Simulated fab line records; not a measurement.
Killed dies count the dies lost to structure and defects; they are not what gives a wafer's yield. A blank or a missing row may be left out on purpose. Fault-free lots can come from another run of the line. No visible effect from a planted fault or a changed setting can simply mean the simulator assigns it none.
Matching of chambers :: flow berkeley cmos170 :: UCB170_ACTIVE_ETCH_15 on rie diel-04 has 4 sister chambers
The step etches Si3N4 in CH3F/Ar/O2, stops on SiO2, target depth 242 nm, time 151 s. 14 wafers are shown with their chamber, then 7 later ones without.

## WAFERS PAIRED WITH THEIR CHAMBERS
wafer: L236.3
chamber: 3
throttle valve pct (%): 8.11
drypump motor current A (A): 5.8
rf fwd power W (W): 448.8

wafer: L236.4
chamber: 0
throttle valve pct (%): 8.07
drypump motor current A (A): 5.5
rf fwd power W (W): 446.5

wafer: L236.5
chamber: 0
throttle valve pct (%): 8.09
drypump motor current A (A): 5.6
rf fwd power W (W): 447.9

wafer: L238.1
chamber: 1
throttle valve pct (%): 8.26
drypump motor current A (A): 5.6
rf fwd power W (W): 451.2

wafer: L238.3
chamber: 3
throttle valve pct (%): 8.13
drypump motor current A (A): 5.8
rf fwd power W (W): 447.6

wafer: L238.5
chamber: 1
throttle valve pct (%): 8.26
drypump motor current A (A): 5.6
rf fwd power W (W): 449.5

wafer: L245.1
chamber: 3
throttle valve pct (%): 8.09
drypump motor current A (A): 5.8
rf fwd power W (W): 445.8

wafer: L245.4
chamber: 1
throttle valve pct (%): 8.25
drypump motor current A (A): 5.6
rf fwd power W (W): 449.0

wafer: L245.6
chamber: 0
throttle valve pct (%): 8.08
drypump motor current A (A): 5.6
rf fwd power W (W): 447.1

wafer: L249.1
chamber: 3
throttle valve pct (%): 8.13
drypump motor current A (A): 5.8
rf fwd power W (W): 446.9

wafer: L249.2
chamber: 0
throttle valve pct (%): 8.09
drypump motor current A (A): 5.5
rf fwd power W (W): 447.2

wafer: L249.3
chamber: 2
throttle valve pct (%): 8.20
drypump motor current A (A): 5.8
rf fwd power W (W): 450.6

wafer: L250.1
chamber: 1
throttle valve pct (%): 8.27
drypump motor current A (A): 5.6
rf fwd power W (W): 449.8

wafer: L250.2
chamber: 3
throttle valve pct (%): 8.11
drypump motor current A (A): 5.8
rf fwd power W (W): 446.5

SIGNATURES (means of the wafers above)
reading: throttle valve pct
chamber 0: 8.0825
chamber 1: 8.2600
chamber 2: 8.2000
chamber 3: 8.1140
scatter within a chamber: 0.0126

reading: drypump motor current A
chamber 0: 5.550
chamber 1: 5.600
chamber 2: 5.800
chamber 3: 5.800
scatter within a chamber: 0.0316

reading: rf fwd power W
chamber 0: 447.175
chamber 1: 449.875
chamber 2: 450.600
chamber 3: 447.120
scatter within a chamber: 0.942
Rule: a wafer's distance from a chamber is the root of the sum, over the readings, of the square of ((its reading less the chamber's mean) divided by the reading's scatter). If the next closest chamber is less than 2 further off than the closest, the wafer can't be placed; otherwise it belongs to the closest. The scatter: the root of (the sum of the squares of (reading less its chamber's mean) over the shown wafers, divided by (wafers less chambers)).

## WAFERS MISSING THEIR CHAMBER
wafer: L250.5
throttle valve pct (%): 8.09
drypump motor current A (A): 5.6
rf fwd power W (W): 448.2

wafer: L256.1
throttle valve pct (%): 8.13
drypump motor current A (A): 5.8
rf fwd power W (W): 448.1

wafer: L256.5
throttle valve pct (%): 8.25
drypump motor current A (A): 5.6
rf fwd power W (W): 449.8

wafer: L256.6
throttle valve pct (%): 8.07
drypump motor current A (A): 5.6
rf fwd power W (W): 449.6

wafer: L257.3
throttle valve pct (%): 8.18
drypump motor current A (A): 5.9
rf fwd power W (W): 449.3

wafer: L257.4
throttle valve pct (%): 8.09
drypump motor current A (A): 5.5
rf fwd power W (W): 450.5

wafer: L257.5
throttle valve pct (%): 8.09
drypump motor current A (A): 5.6
rf fwd power W (W): 448.4

## WHICH CHAMBER EACH ONE RAN IN
wafer: L250.5
from the rows above: 0
in truth: 0

wafer: L256.1
from the rows above: 3
in truth: 3

wafer: L256.5
from the rows above: 1
in truth: 1

wafer: L256.6
from the rows above: 0
in truth: 0

wafer: L257.3
from the rows above: 2
in truth: 2

wafer: L257.4
from the rows above: 0
in truth: 0

wafer: L257.5
from the rows above: 0
in truth: 0
Placed correctly: 7 of 7. From these rows, 0 cannot be placed. Number placed wrongly: 0.
